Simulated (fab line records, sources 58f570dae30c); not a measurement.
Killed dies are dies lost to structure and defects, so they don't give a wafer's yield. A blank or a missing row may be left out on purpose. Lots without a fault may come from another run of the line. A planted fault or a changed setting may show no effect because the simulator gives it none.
Which tool did it? | flow berkeley_cmos170 | 15 lots, 45 wafers sampled, at 4 steps of a route of 331

WHAT THE GAUGES READ, wafer by wafer
UCB170_PWELL_TW_MEAS_17. Usual: PWELL_TW 380.0, standard deviation 2.
lot  | measured    | on            | PWELL_TW          | flag
L241 | day 3 15:16 | film_metro-04 | 379.4 379.8 377.6 |
L243 | day 3 22:17 | film_metro-04 | 382.2 379.8 379.2 |
L242 | day 4 00:44 | film_metro-01 | 380.1 380.3 379.4 |
L244 | day 4 17:37 | film_metro-01 | 378.8 381.1 379.5 |
L248 | day 4 17:58 | film_metro-04 | 378.2 380.5 378.3 |
L249 | day 4 18:32 | film_metro-04 | 381.2 381.3 380.5 |
L247 | day 4 22:44 | film_metro-02 | 375.9 374.4 376.0 |
L251 | day 5 07:38 | film_metro-04 | 380.4 382.6 380.6 |
L252 | day 5 19:40 | film_metro-01 | 379.8 380.7 380.2 |
L253 | day 5 23:19 | film_metro-01 | 377.9 377.0 378.4 |
L256 | day 6 10:38 | film_metro-01 | 382.8 379.8 382.0 |
L257 | day 6 21:32 | film_metro-04 | 380.9 381.8 379.9 |
L260 | day 7 10:05 | film_metro-04 | 383.5 378.1 378.3 |
L261 | day 7 21:25 | film_metro-04 | 380.2 383.4 381.0 |
L263 | day 8 04:29 | film_metro-01 | 381.2 379.6 380.3 |

UCB170_PFIELD_TW_MEAS_09. Usual: PFIELD_TW 603.3, standard deviation 2.5.
lot  | measured    | on            | PFIELD_TW         | flag
L241 | day 5 00:25 | film_metro-03 | 601.0 602.0 604.9 |
L243 | day 5 16:28 | film_metro-01 | 604.5 603.6 603.0 |
L242 | day 5 16:34 | film_metro-03 | 604.0 603.0 602.2 |
L244 | day 6 12:57 | film_metro-01 | 601.5 602.1 603.6 |
L248 | day 6 12:35 | film_metro-01 | 602.5 603.0 604.8 |
L249 | day 6 12:52 | film_metro-03 | 601.1 602.1 602.2 |
L247 | day 6 15:06 | film_metro-01 | 603.4 604.2 600.4 |
L251 | day 6 23:35 | film_metro-01 | 672.5 674.5 670.8 | OFF
L252 | day 7 08:48 | film_metro-03 | 600.0 598.8 601.0 |
L253 | day 7 07:47 | film_metro-03 | 669.3 672.8 669.6 | OFF
L256 | day 7 19:17 | film_metro-04 | 676.4 674.7 674.0 | OFF
L257 | day 8 11:16 | film_metro-04 | 600.8 598.8 597.1 |
L260 | day 8 20:21 | film_metro-04 | 598.0 600.9 603.2 |
L261 | day 9 09:10 | film_metro-04 | 605.5 604.1 607.2 |
L263 | day 9 19:04 | film_metro-04 | 606.8 605.7 606.4 |

UCB170_FIELD_THK_MEAS_90. Usual: FIELD_OXIDE_LEFT_1_THK 448 nm, standard deviation 9.2.
lot  | measured     | on            | FIELD_OXIDE_LEFT_1_THK (nm) | flag
L241 | day 5 16:41  | film_metro-01 | 452 451 451                 |
L243 | day 6 12:04  | film_metro-01 | 448 455 462                 |
L242 | day 6 12:04  | film_metro-02 | 445 455 444                 |
L244 | day 7 05:17  | film_metro-04 | 455 450 459                 |
L248 | day 7 05:14  | film_metro-01 | 452 467 457                 |
L249 | day 7 05:19  | film_metro-01 | 456 449 451                 |
L247 | day 7 05:17  | film_metro-02 | 458 459 460                 |
L251 | day 7 13:46  | film_metro-04 | 442 450 440                 |
L252 | day 8 01:38  | film_metro-01 | 437 445 445                 |
L253 | day 8 01:37  | film_metro-04 | 465 455 452                 |
L256 | day 8 12:14  | film_metro-01 | 463 453 457                 |
L257 | day 9 03:49  | film_metro-02 | 467 455 461                 |
L260 | day 9 12:52  | film_metro-01 | 436 434 434                 |
L261 | day 10 00:50 | film_metro-02 | 445 441 443                 |
L263 | day 10 14:07 | film_metro-04 | 439 437 441                 |

WHICH TOOL RAN EACH LOT (tool, then ch and the chambers of the sampled wafers, then the start)
lot  | UCB170_PFIELD_IMPLANT_07
L241 | implanter-01 ch 0, day 5 00:11
L243 | implanter-04 ch 0, day 5 16:14
L242 | implanter-01 ch 0, day 5 16:20
L244 | implanter-01 ch 0, day 6 12:38
L248 | implanter-01 ch 0, day 6 12:21
L249 | implanter-04 ch 0, day 6 12:39
L247 | implanter-04 ch 0, day 6 14:51
L251 | implanter-04 ch 0, day 6 23:20
L252 | implanter-01 ch 0, day 7 08:34
L253 | implanter-04 ch 0, day 7 07:32
L256 | implanter-04 ch 0, day 7 19:04
L257 | implanter-02 ch 0, day 8 11:01
L260 | implanter-01 ch 0, day 8 20:06
L261 | implanter-01 ch 0, day 9 08:55
L263 | implanter-01 ch 0, day 9 18:50
- UCB170_PFIELD_IMPLANT_07

WHAT THE TOOLS THEMSELVES READ (means of the sampled wafers that have a number; where no wafer has one, the mark that the record gives instead)
UCB170_PFIELD_IMPLANT_07. Usual: dose_ions_cm2 1.9999e+13, standard deviation 2.4e+10; faraday_current_uA 63.4, standard deviation 1.4.
lot  | tool         | dose_ions_cm2 | faraday_current_uA | flag
L241 | implanter-01 | 1.9982e+13    | 63.1               |
L243 | implanter-04 | 2.0005e+13    | 62.6               |
L242 | implanter-01 | 2.0002e+13    | 63.4               |
L244 | implanter-01 | 1.9967e+13    | 64.3               |
L248 | implanter-01 | 2.0006e+13    | 63.3               |
L249 | implanter-04 | 1.9997e+13    | 62.9               |
L247 | implanter-04 | 2.0017e+13    | 63.5               |
L251 | implanter-04 | 2.8412e+13    | 91.6               | OFF
L252 | implanter-01 | 1.9998e+13    | 62.5               |
L253 | implanter-04 | 2.8396e+13    | 89.5               | OFF
L256 | implanter-04 | 2.8360e+13    | 89.6               | OFF
L257 | implanter-02 | 2.0030e+13    | 64.6               |
L260 | implanter-01 | 1.9991e+13    | 62.7               |
L261 | implanter-01 | 2.0015e+13    | 63.8               |
L263 | implanter-01 | 1.9993e+13    | 64.6               |

THE ANSWER, worked out from the rows above alone
Rule: a lot is off if the mean of its wafers that have a number lies more than 3 standard deviations from the usual mean. A lot without any number at a reading at which 4 lots or more have one is off too. The other lots that the step has rows for count as sound. The gauges are gone through in route order, then the tools' own readings, and for those a lot's mean is taken as printed above. The first step at which some lot is off is used, and at that step the reading that is off furthest; a lot without a number counts as furthest.
Off: L251, L253, L256, at UCB170_PFIELD_TW_MEAS_09 (PFIELD_TW).
A tool fits if, at a process step before that reading, it ran every lot that is off, and no sound lot after the first of them. The gauges at UCB170_PFIELD_TW_MEAS_09 aren't tried: what is off there is off at UCB170_PFIELD_IMPLANT_07 too, on other tools, and a gauge's error can't cause that. One fits: implanter-04 at UCB170_PFIELD_IMPLANT_07. Its last sound lot is L247 (day 6 14:51), its first lot that is off L251 (day 6 23:20): a fault that began between those two fits.
The tool's own readings at UCB170_PFIELD_IMPLANT_07 bear it out: on the lots that are off they differ by more than 5 times the standard deviation of the sound lots' means. dose_ions_cm2 reads 2.8389e+13 there against 2.0000e+13 on the sound lots; faraday_current_uA reads 90.2 there against 63.4 on the sound lots.

WHAT THE SIMULATOR HAD PUT IN
Process parameter drift: implanter-04, from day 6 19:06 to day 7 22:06, at UCB170_PFIELD_IMPLANT_07. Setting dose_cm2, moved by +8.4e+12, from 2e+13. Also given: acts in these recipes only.
Lots struck among those shown: L251, L253, L256. The rule above found the same.
